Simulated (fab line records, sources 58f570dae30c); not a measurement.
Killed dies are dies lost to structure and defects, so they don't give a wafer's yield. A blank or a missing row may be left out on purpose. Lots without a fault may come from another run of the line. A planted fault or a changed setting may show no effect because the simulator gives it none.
Split-lot experiment | flow berkeley_cmos170 | 5 lots, 23 wafers read, on a route of 331 steps

THE SPLIT
At UCB170_PWELL_COAT_08 (resist thk 900 nm), the setting resist_thk_nm was moved away from the recipe's 900 nm on 7 of the 23 wafers read, by -3.4% to +4.2%. The other wafers ran this setting at the recipe's value.

The file shows no step between the split and the reading.

THE READING
KrF_of_PWELL_COAT_08.thk_nm (the simulator's own value, which no gauge read), in nm, at UCB170_PWELL_ETCH_14 (etches Si3N4 in CH3F/Ar/O2, stops on SiO2, target depth 242 nm, time 151 s). The file gives no usual value for it. The 16 wafers here that ran the recipe average 723.5 nm, standard deviation 4.5 nm.

wafer  | tool, chamber at the split | resist_thk_nm as run, nm | against the recipe | KrF_of_PWELL_COAT_08.thk_nm, nm | against lot-mates on the recipe
L075.1 | litho_track-02, 0          | 900                      | recipe             | 727.1                           | -
L075.4 | litho_track-02, 0          | 900                      | recipe             | 720.8                           | -
L075.6 | litho_track-02, 0          | 900                      | recipe             | 718.5                           | -
L076.1 | litho_track-03, 0          | 900                      | recipe             | 718.8                           | -
L076.2 | litho_track-03, 0          | 900                      | recipe             | 717.1                           | -
L076.3 | litho_track-03, 0          | 937.7                    | +4.2%              | 758.3                           | +39.9
L076.5 | litho_track-03, 0          | 937.7                    | +4.2%              | 755.5                           | +37.1
L076.6 | litho_track-03, 0          | 900                      | recipe             | 719.4                           | -
L077.1 | litho_track-01, 0          | 900                      | recipe             | 723.2                           | -
L077.3 | litho_track-01, 0          | 900                      | recipe             | 716.8                           | -
L077.4 | litho_track-01, 0          | 869.5                    | -3.4%              | 691.5                           | -28.5
L077.5 | litho_track-01, 0          | 869.5                    | -3.4%              | 694.1                           | -25.9
L077.6 | litho_track-01, 0          | 869.5                    | -3.4%              | 693.1                           | -26.9
L083.1 | litho_track-01, 0          | 900                      | recipe             | 725.1                           | -
L083.2 | litho_track-01, 0          | 900                      | recipe             | 732.5                           | -
L083.3 | litho_track-01, 0          | 900                      | recipe             | 727.8                           | -
L083.4 | litho_track-01, 0          | 900                      | recipe             | 726.4                           | -
L083.5 | litho_track-01, 0          | 900                      | recipe             | 725.4                           | -
L084.1 | litho_track-03, 0          | 900                      | recipe             | 722.2                           | -
L084.2 | litho_track-03, 0          | 925.5                    | +2.8%              | 755.3                           | +29.8
L084.3 | litho_track-03, 0          | 900                      | recipe             | 729.2                           | -
L084.4 | litho_track-03, 0          | 900                      | recipe             | 725.1                           | -
L084.6 | litho_track-03, 0          | 925.5                    | +2.8%              | 753.6                           | +28.1

THE FIT
A straight line over all 23 wafers: KrF_of_PWELL_COAT_08.thk_nm changes by +8.95 nm for each +1% of resist_thk_nm; r = +0.97; the points scatter about the line by 4.5 nm.
The same after taking each lot's own level away (the mean of its wafers on the recipe; 23 wafers): +8.86 nm for each +1%; r = +0.99; scatter 2.9 nm.
On that fit, the largest move of resist_thk_nm shifts the reading by 37 nm.
The lots' own levels span 718.43 to 727.44 nm, that is 2.0 times the standard deviation above.
So the lot-to-lot level changes the slope little: the two slopes agree.
Check: with one of the wafers moved furthest among these (+4.2%) left out of the fit, the line predicts +37.4 nm for it against its lot-mates. It came out at +39.9 nm against them.

OTHER SPLITS ON THESE WAFERS
These wafers also went through other splits before the reading. Each is held against what the fit with the lots' levels taken away leaves over:
other split on the same wafers   | wafers away from the commonest value | r with KrF_of_PWELL_COAT_08.thk_nm (lot level and that fit taken away)
UCB170_START_OXIDATION_02 temp_c | 15                                   | -0.19
UCB170_NWELL_IMPLANT_14 dose_cm2 | 9                                    | -0.18

THE WHOLE CHAIN: every reading that the file lists as answering this split, in the file's order
step                  | what it does                                                               | reading                                                                      | change (the file's fit)              | r (the file's)
UCB170_PWELL_COAT_08  | resist thk 900 nm                                                          | KrF_of_PWELL_COAT_08.thk_nm (the simulator's own value, which no gauge read) | +8.77 nm for each +1% of the setting | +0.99
UCB170_PWELL_ETCH_14  | etches Si3N4 in CH3F/Ar/O2, stops on SiO2, target depth 242 nm, time 151 s | KrF_of_PWELL_COAT_08.thk_nm (the simulator's own value, which no gauge read) | +9.04 nm for each +1% of the setting | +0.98
UCB170_PWELL_STRIP_16 | strips in O2                                                               | strip_time_to_endpoint_s                                                     | withheld for each +1% of the setting | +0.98

THE FILE'S OWN FIT
KrF_of_PWELL_COAT_08.thk_nm changes by +9.04 nm for each +1% of resist_thk_nm, r = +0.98.
